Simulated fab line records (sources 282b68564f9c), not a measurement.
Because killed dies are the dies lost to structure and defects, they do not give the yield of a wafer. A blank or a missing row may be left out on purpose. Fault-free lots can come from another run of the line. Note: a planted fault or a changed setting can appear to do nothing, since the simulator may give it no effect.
Lot-split experiment + flow ritCmos + 23 wafers read across 5 lots, on a route 202 steps long

ABOUT THE SPLIT
At RIT_NWELL_COAT_01 (resist thk 1300 nm), the setting spinRpm was moved away from the recipe's 2000 rpm on 6 of the 23 wafers read, by -7.1% to +6.5%. This setting was run at the recipe's value on the other wafers.

FROM THE SPLIT TO THE READING: what the file shows between them, 3 steps
- RIT_NWELL_SOFTBAKE_02: time 60 s
- RIT_NWELL_EXPOSE_03: exposes mask M2, target cd 43900 nm
- RIT_NWELL_DEVELOP_05: develop time 68 s

THE READING
NOVOLAK_of_NWELL_COAT_01.thkNm (the simulator's own value, which no gauge read), in nm, at RIT_NWELL_HARDBAKE_07 (time 120 s). The file does not state a usual value for it. The 17 wafers here that ran the recipe average 1139 nm, standard deviation 3.4 nm.

| wafer  | tool, chamber at the split | spinRpm as run, rpm | against the recipe | NOVOLAK_of_NWELL_COAT_01.thkNm, nm | against lot-mates on the recipe |
|--------|----------------------------|---------------------|--------------------|------------------------------------|---------------------------------|
| L075.1 | lithoTrack-02, 0           | 2000                | recipe             | 1143                               | -                               |
| L075.2 | lithoTrack-02, 0           | 2000                | recipe             | 1140                               | -                               |
| L075.3 | lithoTrack-02, 0           | 2000                | recipe             | 1144                               | -                               |
| L075.5 | lithoTrack-02, 0           | 2000                | recipe             | 1144                               | -                               |
| L075.4 | lithoTrack-02, 0           | 2000                | recipe             | 1142                               | -                               |
| L076.1 | lithoTrack-02, 0           | 2000                | recipe             | 1132                               | -                               |
| L076.4 | lithoTrack-02, 0           | 2000                | recipe             | 1136                               | -                               |
| L076.5 | lithoTrack-02, 0           | 2000                | recipe             | 1134                               | -                               |
| L080.1 | lithoTrack-03, 0           | 2131                | +6.5%              | 1103                               | -34                             |
| L080.2 | lithoTrack-03, 0           | 2000                | recipe             | 1137                               | -                               |
| L080.3 | lithoTrack-03, 0           | 2131                | +6.5%              | 1102                               | -36                             |
| L080.5 | lithoTrack-03, 0           | 2131                | +6.5%              | 1102                               | -36                             |
| L080.4 | lithoTrack-03, 0           | 2000                | recipe             | 1138                               | -                               |
| L082.1 | lithoTrack-02, 0           | 1858                | -7.1%              | 1178                               | +43                             |
| L082.2 | lithoTrack-02, 0           | 2000                | recipe             | 1136                               | -                               |
| L082.3 | lithoTrack-02, 0           | 1858                | -7.1%              | 1177                               | +42                             |
| L082.4 | lithoTrack-02, 0           | 2000                | recipe             | 1134                               | -                               |
| L082.5 | lithoTrack-02, 0           | 1858                | -7.1%              | 1174                               | +39                             |
| L085.2 | lithoTrack-03, 0           | 2000                | recipe             | 1138                               | -                               |
| L085.3 | lithoTrack-03, 0           | 2000                | recipe             | 1138                               | -                               |
| L085.5 | lithoTrack-03, 0           | 2000                | recipe             | 1138                               | -                               |
| L085.4 | lithoTrack-03, 0           | 2000                | recipe             | 1141                               | -                               |
| L085.6 | lithoTrack-03, 0           | 2000                | recipe             | 1140                               | -                               |

FIT RESULTS
A straight line over all 23 wafers: NOVOLAK_of_NWELL_COAT_01.thkNm changes by -5.42 nm for each +1% of spinRpm; r = -0.99; the points scatter about the line by 3.2 nm.
The same after taking each lot's own level away (the mean of its wafers on the recipe; 23 wafers): -5.61 nm for each +1%; r = -1.00; scatter 1.5 nm.
That fit puts the effect of the largest move of spinRpm on the reading at 40 nm.
Measured against the standard deviation above, the lots' own levels, which go from 1134.0 to 1142.6 nm, span 2.5 times it.
So the lot-to-lot level changes the slope little: the two slopes agree.
Check: +39.5 nm against its lot-mates is what the line predicts for one of the wafers moved furthest among these (-7.1%) when that wafer is left out of the fit. It came out at +43 nm against them.

FURTHER SPLITS ON THESE WAFERS
These wafers also went through other splits before the reading. Each is held against what the fit with the lots' levels taken away leaves over:
| other split on the same wafers  | wafers away from the commonest value | r with NOVOLAK_of_NWELL_COAT_01.thkNm (lot level and that fit taken away) |
|---------------------------------|--------------------------------------|---------------------------------------------------------------------------|
| RIT_ACTIVE_OXIDATION_01 oxTimeS | 10                                   | -0.04                                                                     |

THE WHOLE CHAIN: every reading that the file lists as answering this split, in the file's order
| step                  | what it does       | reading                                                                         | change (the file's fit)              | r (the file's) |
|-----------------------|--------------------|---------------------------------------------------------------------------------|--------------------------------------|----------------|
| RIT_NWELL_COAT_01     | resist thk 1300 nm | NOVOLAK_of_NWELL_COAT_01.thkNm (the simulator's own value, which no gauge read) | -6.47 nm for each +1% of the setting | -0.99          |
| RIT_NWELL_HARDBAKE_07 | time 120 s         | NOVOLAK_of_NWELL_COAT_01.thkNm (the simulator's own value, which no gauge read) | -5.58 nm for each +1% of the setting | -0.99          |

FILE'S OWN FIT
NOVOLAK_of_NWELL_COAT_01.thkNm changes by -5.58 nm for each +1% of spinRpm, r = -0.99.
